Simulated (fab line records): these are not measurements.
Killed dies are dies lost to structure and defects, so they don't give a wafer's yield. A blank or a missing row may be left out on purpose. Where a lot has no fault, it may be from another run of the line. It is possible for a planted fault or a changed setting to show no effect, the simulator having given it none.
Which tool is to blame? ; flow berkeley-cmos170 ; Sampling: 7 lots, 21 wafers, 3 of 331 route steps

== WHAT THE GAUGES SHOWED, per wafer ==
UCB170_SDANNEAL_RS_MEAS_02: the measuring method here is four-point-probe.
lot;measured;on;PSD_RS (ohm/sq)
L198;day 8 07:20;film-metro-03;75.4 75.8 75.9
L200;day 8 19:07;film-metro-02;75.3 75.5 75.7
L202;day 8 19:58;film-metro-02;76.1 76.5 76.6
L204;day 9 09:47;film-metro-02;75.9 75.7 76.1
L207;day 9 19:49;film-metro-02;75.3 75.5 75.1
L214;day 11 16:13;film-metro-01;75.5 75.7 75.7
L216;day 11 16:38;film-metro-02;75.7 75.8 75.6

== EACH LOT AND THE TOOL THAT RAN IT (in order: tool; ch and the chambers of the sampled wafers; start) ==
lot;UCB170_PWELL_WET_ETCH_20;UCB170_BACKSIDE_STRIP_03
L198;wet-bench-01 ch 2, day 3 15:49;plasma-asher-03 ch 0,1, day 8 06:54
L200;wet-bench-01 ch 2, day 4 00:08;plasma-asher-02 ch 1, day 8 18:40
L202;wet-bench-04 ch 1, day 4 09:23;plasma-asher-04 ch 0,1, day 8 19:30
L204;wet-bench-04 ch 2, day 4 20:29;plasma-asher-04 ch 0,1, day 9 09:23
L207;wet-bench-04 ch 2, day 5 17:04;plasma-asher-04 ch 0,1, day 9 19:25
L214;wet-bench-04 ch 1, day 7 09:55;plasma-asher-02 ch 0,1, day 11 15:48
L216;wet-bench-04 ch 2, day 7 20:47;plasma-asher-03 ch 0,1, day 11 16:05
- UCB170_PWELL_WET_ETCH_20: etches SiO2 in BOE, time 22 s.
- UCB170_BACKSIDE_STRIP_03: strips in O2.

== THE ANSWER, worked out from the rows above alone ==
Rule: what is usual is taken from the lots themselves. The widest of any qualifying gaps counts: lots, ordered by their means at a reading, are off when they make up no more than a third of the lots, leave a main group of 4 or more, and stand apart from it by 3 or more times the standard deviation of that group's means. If all means in a main group match to the digits the tables above print for the reading, that group is not used. Also off: a lot with no number at a reading for which 4 or more lots have one. Where the step has rows for the other lots, those lots are counted as sound.
Across all readings shown, no lot is off: no conclusion can be drawn from this.

== WHAT THE SIMULATOR HAD PUT IN ==
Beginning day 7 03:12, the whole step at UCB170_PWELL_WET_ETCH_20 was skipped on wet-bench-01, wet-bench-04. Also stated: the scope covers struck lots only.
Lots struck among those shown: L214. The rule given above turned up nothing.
